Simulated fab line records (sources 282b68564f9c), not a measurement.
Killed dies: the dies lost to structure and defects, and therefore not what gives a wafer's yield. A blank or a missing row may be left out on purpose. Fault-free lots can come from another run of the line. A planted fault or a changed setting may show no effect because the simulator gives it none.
Which tool was responsible? -- flow rit-cmos -- 14 lots, 42 wafers sampled, at 5 steps of a route of 202

## WHAT THE GAUGES READ, wafer by wafer
RIT_NRETRO_TW_MEAS_10. Usual: NRETRO_TW gives 1046 (standard deviation 9).
lot,measured,on,NRETRO_TW,flag
L305,day 2 08:41,film-metro-03,1041 1041 1049,
L306,day 2 16:08,film-metro-02,1052 1053 1044,
L307,day 2 20:14,film-metro-02,1047 1045 1034,
L308,day 2 22:37,film-metro-02,1042 1049 1046,
L312,day 3 22:22,film-metro-03,1074 1071 1073,
L315,day 4 12:27,film-metro-03,1038 1039 1031,
L314,day 4 12:33,film-metro-02,1040 1040 1052,
L316,day 4 18:35,film-metro-01,1067 1067 1069,
L317,day 4 19:47,film-metro-03,1065 1064 1067,
L320,day 5 11:56,film-metro-01,1064 1068 1061,
L323,day 6 01:56,film-metro-03,1050 1045 1045,
L324,day 6 06:18,film-metro-03,1045 1047 1036,
L326,day 6 18:43,film-metro-03,1035 1048 1044,
L328,day 7 06:46,film-metro-03,1039 1045 1042,

RIT_GATE_CD_MEAS_16 targets a cd of 150 nm. Usual: 151.1 nm for cd-nm, sd 2.5.
lot,measured,on,cd-nm (nm),flag
L305,day 2 16:22,cd-sem-01,149.6 148.5 149.3,
L306,day 3 00:36,cd-sem-01,143.5 146.7 142.7,
L307,day 3 03:47,cd-sem-02,149.0 150.6 150.1,
L308,day 3 05:10,cd-sem-01,152.9 153.1 151.1,
L312,day 4 05:30,cd-sem-02,152.5 154.4 153.8,
L315,day 4 21:00,cd-sem-01,150.6 149.4 147.9,
L314,day 4 23:37,cd-sem-01,152.7 153.4 152.8,
L316,day 5 01:55,cd-sem-01,154.2 152.6 154.1,
L317,day 5 03:40,cd-sem-01,150.6 151.1 149.5,
L320,day 5 18:34,cd-sem-02,152.3 150.4 150.3,
L323,day 6 12:14,cd-sem-02,151.8 153.7 152.4,
L324,day 6 17:02,cd-sem-02,153.0 153.1 151.6,
L326,day 7 08:28,cd-sem-01,151.7 152.8 152.3,
L328,day 7 15:42,cd-sem-02,152.0 150.9 153.4,

RIT_SILICIDE_RS_MEAS_02: uses a four-point probe to measure. Usual: SILICIDE_TI_RS gives 47.7 ohm/sq (standard deviation 0.43).
lot,measured,on,SILICIDE_TI_RS (ohm/sq),flag
L305,day 3 07:02,film-metro-04,47.7 48.2 47.7,
L306,day 3 14:33,film-metro-03,47.3 47.6 47.7,
L307,day 3 19:19,film-metro-02,47.5 47.3 47.5,
L308,day 3 20:53,film-metro-03,48.1 47.6 48.2,
L312,day 4 19:21,film-metro-04,47.5 47.4 47.5,
L315,day 5 11:32,film-metro-03,47.9 48.3 48.4,
L314,day 5 14:01,film-metro-04,48.4 47.2 48.0,
L316,day 5 15:50,film-metro-04,47.9 47.5 47.4,
L317,day 5 18:49,film-metro-02,47.6 47.5 47.7,
L320,day 6 09:47,film-metro-03,48.2 48.5 47.8,
L323,day 7 02:37,film-metro-03,48.0 48.0 48.3,
L324,day 7 08:26,film-metro-02,47.3 46.9 47.8,
L326,day 7 23:22,film-metro-04,47.9 48.5 47.9,
L328,day 8 06:55,film-metro-02,47.5 47.3 47.2,

RIT_SILICIDE_THK_MEAS_03: measures by xrf. Usual: SILICIDE_TI_THK gives 30.5 nm (standard deviation 0.32).
lot,measured,on,SILICIDE_TI_THK (nm),flag
L305,day 3 07:08,film-metro-04,30.6 30.3 30.6,
L306,day 3 14:40,film-metro-03,30.4 30.3 30.4,
L307,day 3 19:26,film-metro-02,30.6 30.8 30.7,
L308,day 3 21:00,film-metro-03,30.2 30.3 30.1,
L312,day 4 19:28,film-metro-04,30.8 30.8 30.7,
L315,day 5 11:39,film-metro-03,30.3 30.0 29.9,
L314,day 5 14:07,film-metro-04,30.5 31.2 30.6,
L316,day 5 15:57,film-metro-04,30.9 31.0 31.0,
L317,day 5 18:56,film-metro-02,30.4 30.6 30.4,
L320,day 6 09:55,film-metro-03,29.8 29.9 30.2,
L323,day 7 02:44,film-metro-03,30.1 30.1 30.0,
L324,day 7 08:33,film-metro-02,30.7 30.7 30.3,
L326,day 7 23:29,film-metro-04,30.6 30.5 30.6,
L328,day 8 07:02,film-metro-02,30.5 30.4 30.6,

## WHICH TOOL RAN EACH LOT (tool, then ch and the chambers of the sampled wafers, then the start)
lot,RIT_NRETRO_IMPLANT_08
L305,"implanter-04 ch 0, day 2 08:23"
L306,"implanter-04 ch 0, day 2 15:50"
L307,"implanter-01 ch 0, day 2 19:55"
L308,"implanter-04 ch 0, day 2 22:17"
L312,"implanter-04 ch 0, day 3 22:03"
L315,"implanter-01 ch 0, day 4 12:08"
L314,"implanter-02 ch 0, day 4 12:15"
L316,"implanter-01 ch 0, day 4 18:17"
L317,"implanter-04 ch 0, day 4 19:29"
L320,"implanter-02 ch 0, day 5 11:37"
L323,"implanter-02 ch 0, day 6 01:36"
L324,"implanter-01 ch 0, day 6 05:59"
L326,"implanter-01 ch 0, day 6 18:23"
L328,"implanter-04 ch 0, day 7 06:26"
- RIT_NRETRO_IMPLANT_08

## AS READ BY THE TOOLS THEMSELVES (means over the sampled wafers that have a number; for cases with no such wafer, the mark the record gives instead)
RIT_NRETRO_IMPLANT_08. Usual: beam-energy-keV 70.001, standard deviation 0.023; faraday-current-uA 31.8, standard deviation 0.67.
lot,tool,beam-energy-keV,faraday-current-uA,flag
L305,implanter-04,70.006,32.9,
L306,implanter-04,70.017,32.0,
L307,implanter-01,69.986,32.4,
L308,implanter-04,70.019,31.0,
L312,implanter-04,79.105,31.6,OFF
L315,implanter-01,69.975,32.2,
L314,implanter-02,69.994,31.7,
L316,implanter-01,69.983,31.6,
L317,implanter-04,79.083,31.6,OFF
L320,implanter-02,70.020,31.7,
L323,implanter-02,69.997,31.8,
L324,implanter-01,70.010,31.9,
L326,implanter-01,70.008,32.5,
L328,implanter-04,69.995,32.2,

## THE ANSWER, worked out from the rows above alone
Rule: take the mean of a lot's wafers that have a number; if it is more than 3 standard deviations from the usual mean, the lot is off. Also off: a lot with no number at a reading for which 4 or more lots have one. All remaining lots with rows at the step are treated as sound. First the gauges in route order, then the tools' own readings, where a lot's mean is used as printed above. The first step at which some lot is off is used, and at that step the reading that is off furthest; a lot without a number counts as furthest.
Off: L312, L317 (RIT_NRETRO_IMPLANT_08, beam-energy-keV).
If a tool, at that step or one of the process steps before it, ran each lot that is off and ran no sound lot following the first of them, it fits. None of those tried fits.

## WHAT THE SIMULATOR HAD PUT IN
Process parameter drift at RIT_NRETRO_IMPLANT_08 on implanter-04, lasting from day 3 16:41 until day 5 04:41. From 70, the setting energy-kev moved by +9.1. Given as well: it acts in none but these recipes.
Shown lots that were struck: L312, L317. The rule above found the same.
